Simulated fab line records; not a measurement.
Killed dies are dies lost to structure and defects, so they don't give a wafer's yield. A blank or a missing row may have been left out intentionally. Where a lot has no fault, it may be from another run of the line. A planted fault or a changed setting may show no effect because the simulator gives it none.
Chamber matching / flow rit cmos / RIT_CONTACT_CVD_00 on pecvd-04: 3 sister chambers
The step deposits SiO2 from TEOS, target thk 400 nm, time 61 s. 6 wafers are shown with their chamber, then 7 later ones without.

== EACH WAFER AND ITS CHAMBER ==
wafer=L738.3; chamber=2; heater power w (W)=325
wafer=L741.1; chamber=1; heater power w (W)=412
wafer=L741.4; chamber=0; heater power w (W)=309
wafer=L741.6; chamber=1; heater power w (W)=420
wafer=L744.1; chamber=0; heater power w (W)=403
wafer=L744.4; chamber=2; heater power w (W)=300

== WAFERS MISSING THEIR CHAMBER ==
wafer=L744.5; heater power w (W)=299
wafer=L750.2; heater power w (W)=306
wafer=L750.3; heater power w (W)=317
wafer=L750.5; heater power w (W)=334
wafer=L753.1; heater power w (W)=330
wafer=L753.5; heater power w (W)=333
wafer=L753.6; heater power w (W)=406

== EACH ONE'S CHAMBER ==
wafer=L744.5; from the rows above=can't be placed: 2 or 0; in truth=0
wafer=L750.2; from the rows above=can't be placed: 2 or 0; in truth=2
wafer=L750.3; from the rows above=can't be placed: 2 or 0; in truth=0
wafer=L750.5; from the rows above=can't be placed: 2 or 0 or 1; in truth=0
wafer=L753.1; from the rows above=can't be placed: 2 or 0 or 1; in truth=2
wafer=L753.5; from the rows above=can't be placed: 2 or 0 or 1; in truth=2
wafer=L753.6; from the rows above=can't be placed: 1 or 0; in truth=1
Correctly placed: 0 of 7. Can't be placed from these rows: 7 (the true chamber is among the candidates in 7). Placed wrongly: 0.
How it was worked out, from the rows above alone: a wafer's distance from a chamber is the root of the sum, over the readings, of the square of ((its reading less the chamber's mean) divided by the reading's scatter). The wafer belongs to the nearest chamber; if the next one is less than 2 further off, it can't be placed. Each chamber's mean is taken over the wafers shown for it. The scatter: take each reading less its chamber's mean, square it, sum over the shown wafers, divide by the number of wafers less the number of chambers, and take the root.
